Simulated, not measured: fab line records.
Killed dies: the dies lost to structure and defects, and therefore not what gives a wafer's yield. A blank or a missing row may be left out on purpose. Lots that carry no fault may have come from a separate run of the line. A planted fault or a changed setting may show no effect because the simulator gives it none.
Check for tools in common + flow berkeley_cmos170 + 42 wafers sampled across 14 lots

WHY THIS WAS OPENED
UCB170_M1_RS_MEAS_01, reading M1_AL_RS: flagged on 2 of 14 lots. Wafers without a fault read 0.0485 ohm/sq, standard deviation 0.0004.
Rule: flag the lot when none of its wafers has a number, or when each of its wafers that has one lies beyond 4 standard deviations from that mean. The other lots count as sound.

| lot  | measured     | on            | M1_AL_RS (ohm/sq), wafer by wafer | flag    |
|------|--------------|---------------|-----------------------------------|---------|
| L889 | day 6 17:23  | film_metro-01 | 0.0488 0.0491 0.0490              |         |
| L888 | day 6 17:38  | film_metro-02 | 0.0485 0.0486 0.0482              |         |
| L890 | day 6 17:46  | film_metro-03 | 0.0480 0.0481 0.0488              |         |
| L892 | day 7 14:25  | film_metro-02 | 0.0483 0.0486 0.0477              |         |
| L891 | day 7 16:56  | film_metro-03 | 0.0488 0.0490 0.0486              |         |
| L898 | day 8 22:44  | film_metro-02 | 0.0490 0.0488 0.0485              |         |
| L900 | day 8 23:04  | film_metro-03 | 0.0485 0.0480 0.0480              |         |
| L899 | day 8 23:13  | film_metro-01 | 0.0397 0.0399 0.0396              | FLAGGED |
| L903 | day 9 21:47  | film_metro-02 | 0.0480 0.0487 0.0484              |         |
| L901 | day 9 23:45  | film_metro-02 | 0.0393 0.0399 0.0395              | FLAGGED |
| L902 | day 9 23:57  | film_metro-01 | 0.0483 0.0485 0.0486              |         |
| L906 | day 10 22:08 | film_metro-02 | 0.0489 0.0484 0.0488              |         |
| L910 | day 11 15:04 | film_metro-01 | 0.0488 0.0488 0.0486              |         |
| L911 | day 11 16:20 | film_metro-02 | 0.0490 0.0481 0.0487              |         |
The numbers of the flagged lots are 0.0396 ohm/sq on average: -0.0089 ohm/sq against the usual, or -22 standard deviations.

LOT BY LOT: THE TOOL USED
The record holds 1 process step before the reading, out of a route of 331 steps. Read each cell as the tool, then ch plus the chambers that the sampled wafers visited, then the start.
| lot  | flag    | UCB170_M1_SPUTTER_00         |
|------|---------|------------------------------|
| L889 |         | pvd_sputter-02, day 6 17:20  |
| L888 |         | pvd_sputter-03, day 6 17:34  |
| L890 |         | pvd_sputter-01, day 6 17:43  |
| L892 |         | pvd_sputter-01, day 7 14:21  |
| L891 |         | pvd_sputter-02, day 7 16:52  |
| L898 |         | pvd_sputter-02, day 8 22:38  |
| L900 |         | pvd_sputter-02, day 8 23:01  |
| L899 | FLAGGED | pvd_sputter-01, day 8 23:08  |
| L903 |         | pvd_sputter-02, day 9 21:40  |
| L901 | FLAGGED | pvd_sputter-01, day 9 23:39  |
| L902 |         | pvd_sputter-02, day 9 23:52  |
| L906 |         | pvd_sputter-02, day 10 22:01 |
| L910 |         | pvd_sputter-02, day 11 14:57 |
| L911 |         | pvd_sputter-03, day 11 16:16 |
What the steps here do:
- UCB170_M1_SPUTTER_00: material Al, target thk 600 nm, time 80 s.
- UCB170_M1_RS_MEAS_01: measures by four-point-probe.

FLAGGED OVER TOTAL, TOOL BY TOOL (the gauges that took the reading come last)
| step                 | tool           | lots run | flagged | share of the flagged lots | sound lots run after its first flagged lot |
|----------------------|----------------|----------|---------|---------------------------|--------------------------------------------|
| UCB170_M1_SPUTTER_00 | pvd_sputter-01 | 4        | 2       | all                       | 0                                          |
| UCB170_M1_SPUTTER_00 | pvd_sputter-02 | 8        | 0       | none                      | -                                          |
| UCB170_M1_SPUTTER_00 | pvd_sputter-03 | 2        | 0       | none                      | -                                          |
| UCB170_M1_RS_MEAS_01 | film_metro-01  | 4        | 1       | some                      | 2 (L902,L910)                              |
| UCB170_M1_RS_MEAS_01 | film_metro-02  | 7        | 1       | some                      | 2 (L906,L911)                              |
| UCB170_M1_RS_MEAS_01 | film_metro-03  | 3        | 0       | none                      | -                                          |

WHAT THE TABLE ALLOWS
Rows of the table that ran each flagged lot: 1, that is pvd_sputter-01 at UCB170_M1_SPUTTER_00.
- pvd_sputter-01 at UCB170_M1_SPUTTER_00: 2 of its 4 lots flagged. A fault beginning between L892 (day 7 14:21), its last sound lot, and L899 (day 8 23:08), its first flagged one, fits the data. Its own readings (cathode_dc_power_W) fall more than 4 standard deviations out on all wafers of the flagged lots.
pvd_sputter-01 at UCB170_M1_SPUTTER_00 is the single tool remaining.

WHAT THE SIMULATOR PUT IN
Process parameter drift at UCB170_M1_SPUTTER_00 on pvd_sputter-01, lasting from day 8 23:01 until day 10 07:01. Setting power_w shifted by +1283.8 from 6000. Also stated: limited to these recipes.
Shown lots that were struck: L899, L901. The rule given above showed the same thing.
